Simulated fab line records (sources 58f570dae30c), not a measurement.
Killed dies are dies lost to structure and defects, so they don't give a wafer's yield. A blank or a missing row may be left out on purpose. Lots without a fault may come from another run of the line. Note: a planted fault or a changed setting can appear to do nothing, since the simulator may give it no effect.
Comparing a struck lot with a sound one + flow berkeleyCmos170 + 14 out of 331 route steps
Sound: the wafers L153.1, L153.3, L153.6. Wafers L170.1, L170.3, L170.5 were the ones struck. The cause is named last.
At each step with rows: each side's tool, then ch and its chambers, then its first start. Under that, the readings that differ: sound wafers + struck wafers + difference of the means + sigmas: that difference in standard deviations of wafers without a fault.
alike: readings with means less than 2 such deviations apart, plus words and numbers identical on both sides. not compared: withheld readings, readings lacking a value on some wafer, bounds such as >300 that could conceal the same value, and numbers that have no deviation in the record and whose values overlap.
Wherever a step has rows on one side only, a row that says differs or no value, or a row with sigmas, the two part there. When numbers do not overlap yet have no deviation, they are printed without sigmas and do not part them. A reading that every wafer of one side lacks parts them only if that side has two wafers or more.

UCB170_FIELD_THK_MEAS_90:
  sound on filmMetro-01 at day 5 18:31; struck on filmMetro-02 at day 9 14:16
  alike: FIELD_OXIDE_LEFT_1_THK
then, 2 steps without rows for these wafers: UCB170_SACOX_CLEAN_00 (cleans in dHF, time 7.5 s); UCB170_SACOX_OXIDATION_01 (target thk 14.4 nm, ox time 2400 s).
UCB170_SACOX_THK_MEAS_02:
  sound on filmMetro-02 at day 6 00:02; struck on filmMetro-02 at day 9 21:22
  alike: SACOX_OXIDE_THK
then, 2 steps without rows for these wafers: UCB170_SCREENOX_WET_ETCH_00 (etches SiO2 in dHF, time 200 s); UCB170_SCREENOX_OXIDATION_01 (target thk 14.4 nm, ox time 2400 s).
UCB170_SCREENOX_THK_MEAS_02:
  sound on filmMetro-01 at day 6 05:36; struck on filmMetro-03 at day 10 03:07
  alike: SCREENOX_OXIDE_THK
then, 5 steps without rows for these wafers: UCB170_SCREENOX_ANNEAL_03 (time 900 s); UCB170_NVT_HMDS_00 (prime time 60 s); UCB170_NVT_COAT_01 (resist thk 900 nm); UCB170_NVT_SOFTBAKE_02 (time 60 s); UCB170_NVT_EXPOSE_03 (exposes mask PWELL, target cd 3000 nm).
UCB170_NVT_PEB_04:
  struck on lithoTrack-04, day 10 11:01; sound on lithoTrack-02 ch 0, day 6 12:05
  no value came back on the struck wafers for chillPlateTempC (C), exhaustPa (Pa); on the sound wafers chillPlateTempC (C) reads 23.03 23.03 22.93
then, 1 step without rows for these wafers: UCB170_NVT_DEVELOP_05 (develop time 45 s).

== WHERE THEY PART ==
At UCB170_NVT_PEB_04 and nowhere else, as far as this record goes.

WHY: the cause the simulator had injected
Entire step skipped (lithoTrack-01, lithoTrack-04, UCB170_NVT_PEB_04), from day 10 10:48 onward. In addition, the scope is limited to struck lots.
